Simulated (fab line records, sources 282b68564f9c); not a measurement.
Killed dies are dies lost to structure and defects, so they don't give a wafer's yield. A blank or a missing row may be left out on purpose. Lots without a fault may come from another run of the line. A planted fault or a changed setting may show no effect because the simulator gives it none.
fab line records | flow rit_cmos
record lots=6 wafers=18 last_day=6
route steps=202 shown ACTIVE@18 FOX1@20 FOX2@23 NWELL@28 M1@202
lots that met no fault: from a run of the same line without faults
start_h: hours from the record's first day to the start of the lot's first wafer shown | wait_h: hours since the lot's step before | " the same as in the row above | L1.1+2: a row that stands for several wafers | - no value, or no start given | * or withheld: withheld | < > ~ a bound
route shown NAME@n: a module of which the file shows steps, and the number in the route of the first | usual: mean/standard deviation of fault-free wafers | same: alike in all rows | chamber/n: place in a boat | sites: the reading at each site | _std_site: their standard deviation | _edge_site: outer sites' mean less inner sites' | radius_mm: how far each site lies from the wafer's centre | mask NAME#n: copy n | behind: the tool/chamber that last shaped the wafer | hold: why the lot was held/for how many hours/how that ended | device: the transistor (n, p or np) that didn't switch | end of line: the same wafers' tests at the end of the route | a step without rows: its recipe alone | killed: dies lost to structure and defects at the first sort, not the wafer's yield | map: a wafer's dies, x killed, . not, _ none there
set.NAME: the setting as run; set.NAME@STEP: as run at that earlier step | model.NAME: the simulator's own value behind a step, which no gauge read
lots at some steps of the route; a table a step, a row a wafer
## steps
# step RIT_ACTIVE_CLEAN_16
# recipe chemistry=dHF dilution=50:1 time_s=29.33
# step RIT_ACTIVE_CLEAN_17
# recipe chemistry=SC2 mix=3:3:50 time_s=600 temp_c=75 dry=n2_spin
# step RIT_FOX1_OXIDATION_00
# recipe temp_c=1100 ambient=H2O target_thk_a=3507 p_h2o_torr=720 ox_time_s=1130
# step RIT_FOX1_THK_MEAS_01
# recipe reads=SiO2_of_FOX1_OXIDATION_00
# usual FOX1_OXIDE_THK=349/7.8
# columns lot.wafer tool chamber start_h wait_h FOX1_OXIDE_THK[nm]
L393.1 film_metro-03 - 54.91 0.0 351
L393.5 " - " " 346
L393.6 " - " " 345
L396.4 film_metro-03 - 67.40 0.0 357
L396.5 " - " " 355
L396.6 " - " " 358
L398.1 film_metro-01 - 77.43 0.0 339
L398.3 " - " " 345
L398.5 " - " " 350
L401.2 film_metro-03 - 93.38 0.0 360
L401.3 " - " " 354
L401.4 " - " " 357
L402.3 film_metro-01 - 98.39 0.0 333
L402.5 " - " " 339
L402.6 " - " " 345
L403.2 film_metro-03 - 102.50 0.0 347
L403.4 " - " " 350
L403.6 " - " " 350
# step RIT_FOX1_WET_ETCH_02
# recipe chemistry=BOE target_depth_nm=350 time_s=390 temp_c=21.5 dry=n2_spin dilution=10:1 target=SiO2
# step RIT_FOX2_OXIDATION_00
# recipe temp_c=1100 ambient=H2O target_thk_a=3507 p_h2o_torr=720 ox_time_s=1130
# step RIT_FOX2_THK_MEAS_01
# recipe reads=SiO2_of_FOX2_OXIDATION_00
# usual FOX2_OXIDE_THK=350/6.3
# columns lot.wafer tool chamber start_h wait_h FOX2_OXIDE_THK[nm]
L393.1 film_metro-02 - 56.51 0.0 340
L393.5 " - " " 333
L393.6 " - " " 335
L396.4 film_metro-02 - 68.89 0.0 340
L396.5 " - " " 335
L396.6 " - " " 336
L398.1 film_metro-02 - 79.52 0.0 358
L398.3 " - " " 365
L398.5 " - " " 362
L401.2 film_metro-03 - 94.88 0.0 344
L401.3 " - " " 345
L401.4 " - " " 340
L402.3 film_metro-02 - 101.20 0.0 341
L402.5 " - " " 339
L402.6 " - " " 340
L403.2 film_metro-04 - 105.32 0.0 349
L403.4 " - " " 345
L403.6 " - " " 351
# step RIT_FOX2_CLEAN_02
# recipe chemistry=dHF dilution=50:1 time_s=180
# step RIT_FOX2_WET_ETCH_03
# recipe chemistry=H3PO4 target=Si3N4 target_depth_nm=195 temp_c=165 time_s=2700
# step RIT_FOX2_THK_MEAS_90
# recipe reads=SiO2_of_FOX2_OXIDATION_00
# usual FIELD_OXIDE_LEFT_1_THK=322/6.4
# columns lot.wafer tool chamber start_h wait_h FIELD_OXIDE_LEFT_1_THK[nm]
L393.1 film_metro-02 - 58.15 0.0 312
L393.5 " - " " 306
L393.6 " - " " 307
L396.4 film_metro-02 - 69.84 0.0 313
L396.5 " - " " 308
L396.6 " - " " 309
L398.1 film_metro-04 - 80.41 0.0 330
L398.3 " - " " 338
L398.5 " - " " 335
L401.2 film_metro-02 - 95.82 0.0 317
L401.3 " - " " 318
L401.4 " - " " 313
L402.3 film_metro-04 - 102.08 0.0 314
L402.5 " - " " 312
L402.6 " - " " 312
L403.2 film_metro-02 - 106.20 0.0 321
L403.4 " - " " 318
L403.6 " - " " 324
# step RIT_NWELL_HMDS_00
# recipe prime_time_s=60 prime_temp_c=140
# step RIT_NWELL_COAT_01
# recipe resist=NOVOLAK spin_rpm=2000 resist_thk_nm=1300
# step RIT_NWELL_SOFTBAKE_02
# recipe resist=NOVOLAK temp_c=90 time_s=60
# usual exhaust_pa=45.0/0.94 run_length_s=89.24/0.13
# columns lot.wafer tool chamber start_h wait_h exhaust_pa run_length_s
L393.1 litho_track-04 0 58.51 0.1 45.5 89.31
L393.5 " 0 " " 45.1 89.20
L393.6 " 0 " " 45.1 89.28
L396.4 litho_track-02 0 70.25 0.1 46.6 89.23
L396.5 " 0 " " 45.3 89.36
L396.6 " 0 " " 46.0 89.18
L398.1 litho_track-04 0 80.77 0.1 45.0 89.26
L398.3 " 0 " " 45.2 89.38
L398.5 " 0 " " 44.6 89.22
L401.2 litho_track-02 0 96.20 0.1 45.7 89.22
L401.3 " 0 " " 45.7 89.16
L401.4 " 0 " " 45.8 89.26
L402.3 litho_track-04 0 102.47 0.1 45.5 95.39
L402.5 " 0 " " 45.2 95.36
L402.6 " 0 " " 44.9 95.42
L403.2 litho_track-04 0 106.58 0.1 46.0 95.42
L403.4 " 0 " " 46.5 95.48
L403.6 " 0 " " 45.0 95.65
# step RIT_NWELL_EXPOSE_03
# recipe mask_id=M2 na=0.57 target_cd_nm=43900 dose_mj=250
# step RIT_M1_PROBE_99
# usual killed_at_contacts=0.1/0.3 killed_at_front_end=6.5/2.9 killed_dies=6.6/3 killed_open=3.3/2 killed_short=3.3/1.9
# same gross_dies=264 killed_at_M0_to_M3=0 killed_at_M4_up=0 killed_at_back_side=0 killed_at_other=0
# columns lot.wafer tool chamber start_h wait_h killed_at_contacts killed_at_front_end killed_dies killed_open killed_short
L393.1 prober-02 - 99.99 0.1 0 9 9 4 5
L393.5 prober-02 - 100.19 0.2 0 7 7 3 4
L393.6 prober-02 - 100.24 0.2 0 5 5 4 1
L396.4 prober-01 - 106.77 0.2 0 3 3 1 2
L396.5 prober-01 - 106.82 0.2 0 3 3 3 0
L396.6 prober-01 - 106.87 0.2 0 5 5 1 4
L398.1 prober-01 - 116.38 0.1 0 7 7 7 0
L398.3 prober-01 - 116.48 0.2 0 12 12 5 7
L398.5 prober-01 - 116.58 0.2 0 3 3 1 2
L401.2 prober-02 - 136.77 0.1 1 4 5 5 0
L401.3 prober-02 - 136.82 0.2 0 1 1 0 1
L401.4 prober-02 - 136.87 0.2 1 13 14 7 7
L402.3 prober-01 - 147.28 0.2 0 8 8 2 6
L402.5 prober-01 - 147.38 0.2 0 7 7 4 3
L402.6 prober-01 - 147.43 0.2 0 8 8 3 5
L403.2 prober-02 - 150.10 0.1 0 8 8 6 2
L403.4 prober-02 - 150.20 0.2 0 5 5 4 1
L403.6 prober-02 - 150.30 0.2 0 10 10 3 7
# killed by level:class
L393.1 FOX2:geometric_particle:open=2 FOX2:geometric_particle:short=1 GATE:geometric_particle:short=1 GATE:geometric_particle:open=1 REOX:geometric_particle:short=1 SPACER:geometric_particle:open=1 SPACER:geometric_particle:short=1 SILICIDE:geometric_particle:short=1
L393.5 GATE:geometric_particle:short=3 REOX:geometric_particle:open=2 REOX:geometric_particle:short=1 SILICIDE:geometric_particle:open=1
L393.6 GATE:geometric_particle:open=4 GATE:geometric_particle:short=1
L396.4 GATE:geometric_particle:short=1 GATE:geometric_particle:open=1 SILICIDE:geometric_particle:short=1
L396.5 GATE:geometric_particle:open=2 FOX1:geometric_particle:open=1
L396.6 REOX:geometric_particle:short=2 FOX1:geometric_particle:short=1 SILICIDE:geometric_particle:short=1 SILICIDE:geometric_particle:open=1
L398.1 FOX1:geometric_particle:open=3 GATE:geometric_particle:open=3 REOX:geometric_particle:open=1
L398.3 FOX2:geometric_particle:open=2 GATE:geometric_particle:short=2 GATE:geometric_particle:open=2 REOX:geometric_particle:short=2 SPACER:geometric_particle:short=2 SILICIDE:geometric_particle:short=1 SILICIDE:geometric_particle:open=1
L398.5 FOX2:geometric_particle:open=1 FOX2:geometric_particle:short=1 GATE:geometric_particle:short=1
L401.2 REOX:geometric_particle:open=2 FOX2:geometric_particle:open=1 GATE:geometric_particle:open=1 CONTACT:geometric_particle:open=1
L401.3 FOX1:geometric_particle:short=1
L401.4 GATE:geometric_particle:open=3 FOX1:geometric_particle:short=2 GATE:geometric_particle:short=2 REOX:geometric_particle:open=2 REOX:geometric_particle:short=2 SPACER:geometric_particle:short=1 SILICIDE:geometric_particle:open=1 CONTACT:geometric_particle:open=1
L402.3 GATE:geometric_particle:short=4 SPACER:geometric_particle:short=2 GATE:geometric_particle:open=1 SPACER:geometric_particle:open=1
L402.5 FOX1:geometric_particle:open=2 SPACER:geometric_particle:open=2 FOX1:geometric_particle:short=1 GATE:geometric_particle:short=1 SPACER:geometric_particle:short=1
L402.6 SPACER:geometric_particle:short=3 GATE:geometric_particle:short=2 SPACER:geometric_particle:open=2 FOX2:geometric_particle:open=1
L403.2 REOX:geometric_particle:open=3 GATE:geometric_particle:open=2 FOX2:geometric_particle:short=1 FOX2:geometric_particle:open=1 REOX:geometric_particle:short=1
L403.4 SPACER:geometric_particle:open=2 FOX1:geometric_particle:short=1 GATE:geometric_particle:open=1 REOX:geometric_particle:open=1
L403.6 FOX2:geometric_particle:short=2 GATE:geometric_particle:open=2 FOX1:geometric_particle:short=1 GATE:geometric_particle:short=1 REOX:geometric_particle:short=1 REOX:geometric_particle:open=1 SPACER:geometric_particle:short=1 SILICIDE:geometric_particle:short=1
## key
first_sign step=RIT_NWELL_SOFTBAKE_02 reading=run_length_s direction=up sigmas=47 usual=* struck=*
effect none on later readings
met_at RIT_NWELL_SOFTBAKE_02
struck_wafers L402.3,L402.5,L402.6,L403.2,L403.4,L403.6
tester_left_out L402,L403
onset_between 80.77 102.47
fault kind=process_parameter_drift tool=litho_track-04 chamber=- onset_h=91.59 steps=RIT_NWELL_SOFTBAKE_02 channel=time_s offset=* shape=step end_h=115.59 acts_in=* stated=*
# tester_left_out: of these lots the tester's yield and bins aren't shown, on N5 and GAA mostly nor the transistor test; their killed dies are dies lost to structure and defects alone, not to doping, threshold or leakage, so they don't give the yield
